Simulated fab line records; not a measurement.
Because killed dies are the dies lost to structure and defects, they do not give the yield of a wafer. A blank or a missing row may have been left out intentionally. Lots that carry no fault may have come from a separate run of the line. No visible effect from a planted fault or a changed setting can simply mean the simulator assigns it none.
Split-lot study    flow berkeleyCmos170    on a route of 331 steps: 5 lots, 23 wafers read

== SPLIT DETAILS ==
At UCB170_NWELL_OXIDATION_01 (target thk 26.4 nm, ox time 1260 s), the setting oxTimeS was moved away from the recipe's 1260 s on 10 of the 23 wafers read, by +7.2% to +11.8%. All remaining wafers had this setting at the recipe value.

The reading comes from the split's own step.

== THE READING ==
SiO2_of_NWELL_OXIDATION_01.thkNm (the simulator's own value, which no gauge read), in nm, at UCB170_NWELL_OXIDATION_01 (target thk 26.4 nm, ox time 1260 s). There is no usual value for it anywhere in the file. Here, 13 wafers ran the recipe; their average is 25.87 nm with a standard deviation of 0.18 nm.

wafer   tool, chamber at the split  oxTimeS as run, s  against the recipe  SiO2_of_NWELL_OXIDATION_01.thkNm, nm  against lot-mates on the recipe
L074.1  -, -                        1260               recipe              25.94                                 -
L074.2  -, -                        1260               recipe              25.83                                 -
L074.3  -, -                        1260               recipe              25.83                                 -
L074.4  -, -                        1260               recipe              26.16                                 -
L074.6  -, -                        1260               recipe              26.32                                 -
L075.1  furnace-02, 0               1260               recipe              25.63                                 -
L075.2  furnace-02, 0               1260               recipe              25.82                                 -
L075.4  furnace-02, 0               1260               recipe              25.92                                 -
L076.1  -, -                        1260               recipe              25.72                                 -
L076.2  -, -                        1260               recipe              25.8                                  -
L076.3  -, -                        1260               recipe              25.85                                 -
L076.4  -, -                        1260               recipe              25.76                                 -
L076.5  -, -                        1260               recipe              25.79                                 -
L077.1  -, -                        1409               +11.8%              28.28                                 no lot-mate on the recipe
L077.3  -, -                        1409               +11.8%              27.97                                 no lot-mate on the recipe
L077.4  -, -                        1409               +11.8%              27.85                                 no lot-mate on the recipe
L077.5  -, -                        1409               +11.8%              27.94                                 no lot-mate on the recipe
L077.6  -, -                        1409               +11.8%              27.71                                 no lot-mate on the recipe
L079.1  -, -                        1351               +7.2%               28.12                                 no lot-mate on the recipe
L079.2  -, -                        1351               +7.2%               27.98                                 no lot-mate on the recipe
L079.4  -, -                        1351               +7.2%               28.03                                 no lot-mate on the recipe
L079.5  -, -                        1351               +7.2%               28.08                                 no lot-mate on the recipe
L079.6  -, -                        1351               +7.2%               27.97                                 no lot-mate on the recipe

FIT RESULTS
A straight line over all 23 wafers: SiO2_of_NWELL_OXIDATION_01.thkNm changes by +0.2 nm for each +1% of oxTimeS; r = +0.93; the points scatter about the line by 0.4 nm.
Too few moved wafers with a lot-mate on the recipe to fit a line net of each lot's own level.

== THE FILE'S OWN FIT ==
SiO2_of_NWELL_OXIDATION_01.thkNm changes by +0.2 nm for each +1% of oxTimeS, r = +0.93.
